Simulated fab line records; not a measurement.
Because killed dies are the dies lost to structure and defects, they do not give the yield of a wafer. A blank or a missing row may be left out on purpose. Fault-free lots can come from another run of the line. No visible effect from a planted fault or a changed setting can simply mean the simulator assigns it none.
A lot that was struck, set against a sound lot :: flow berkeleyCmos170 :: 19 out of 331 route steps
Sound: these wafers, L825.3, L825.4, L825.6. Wafers L839.2, L839.4, L839.6 were the ones struck. At the end, the cause is stated.
For every step that has rows: the tool of each side, followed by ch and its chambers, followed by its first start. Under that, the readings that differ: sound wafers :: struck wafers :: difference of the means :: sigmas: that difference in standard deviations of wafers without a fault.
alike: readings with means less than 2 such deviations apart, plus words and numbers identical on both sides. not compared: withheld readings, readings lacking a value on some wafer, bounds such as >300 that could conceal the same value, and numbers that have no deviation in the record and whose values overlap.
The two part at a step that has a row with sigmas, a row that says differs or no value, or rows on one side only. Numbers that have no deviation but don't overlap get no sigmas and don't part them. A reading missing from all wafers of one side parts the sides only when that side holds two or more wafers.

UCB170_PLDD_CD_MEAS_06: target cd 1200 nm.
  sound on cdSem-02 at day 7 03:11; struck on cdSem-02 at day 10 20:43
  alike: cdNm
UCB170_PLDD_OVL_MEAS_07:
  sound on overlay-02 at day 7 03:16; struck on overlay-02 at day 10 20:49
reading: PLDD_OVL (nm)
sound: 7 10 9
struck: -6 -9 -10
difference: -17
sigmas: -4
then, 2 steps without rows for these wafers: UCB170_PLDD_IMPLANT_08; UCB170_PLDD_IMPLANT_09.
UCB170_PLDD_STRIP_10: strips in O2.
  sound on plasmaAsher-03 ch 0,1, day 7 03:38; struck on plasmaAsher-03 ch 0,1, day 10 21:08
  alike: drypumpMotorCurrentA, oesProductAu, stripTimeToEndpointS
  not compared: rfHoursCounterH
UCB170_PLDD_TW_MEAS_11:
  sound on filmMetro-03 at day 7 03:43; struck on filmMetro-04 at day 10 21:15
  alike: PLDD_TW
then, 6 steps without rows for these wafers: UCB170_PLDD_CLEAN_12 (cleans in SPM, time 600 s); UCB170_NLDD_HMDS_00 (prime time 60 s); UCB170_NLDD_COAT_01 (resist thk 900 nm); UCB170_NLDD_SOFTBAKE_02 (time 60 s); UCB170_NLDD_EXPOSE_03 (exposes mask NSELECT, target cd 1200 nm); UCB170_NLDD_PEB_04.
UCB170_NLDD_DEVELOP_05: develop time 45 s.
  sound on lithoTrack-02 ch 0, day 7 04:00; struck on lithoTrack-01 ch 0, day 10 22:00
UCB170_NLDD_OVL_MEAS_07:
  sound on overlay-02 at day 7 05:13; struck on overlay-01 at day 10 22:51
  alike: NLDD_OVL
then, 2 steps without rows for these wafers: UCB170_NLDD_IMPLANT_08; UCB170_NLDD_IMPLANT_09.
UCB170_NLDD_STRIP_10: strips in O2.
  sound on plasmaAsher-03 ch 0,1, day 7 05:34; struck on plasmaAsher-03 ch 0,1, day 10 23:11
  alike: drypumpMotorCurrentA, oesProductAu, stripTimeToEndpointS
  not compared: rfHoursCounterH
UCB170_NLDD_TW_MEAS_11:
  sound on filmMetro-04 at day 7 05:40; struck on filmMetro-03 at day 10 23:17
reading: NLDD_TW
sound: 2205 2218 2213
struck: 30 30 30
difference: -2182
sigmas: -99 or more
then, 1 step without rows for these wafers: UCB170_NLDD_CLEAN_12 (cleans in SPM, time 600 s).

WHERE THEY PART
First at UCB170_PLDD_OVL_MEAS_07; last, within this record, at UCB170_NLDD_TW_MEAS_11.

WHY: what the simulator had put in
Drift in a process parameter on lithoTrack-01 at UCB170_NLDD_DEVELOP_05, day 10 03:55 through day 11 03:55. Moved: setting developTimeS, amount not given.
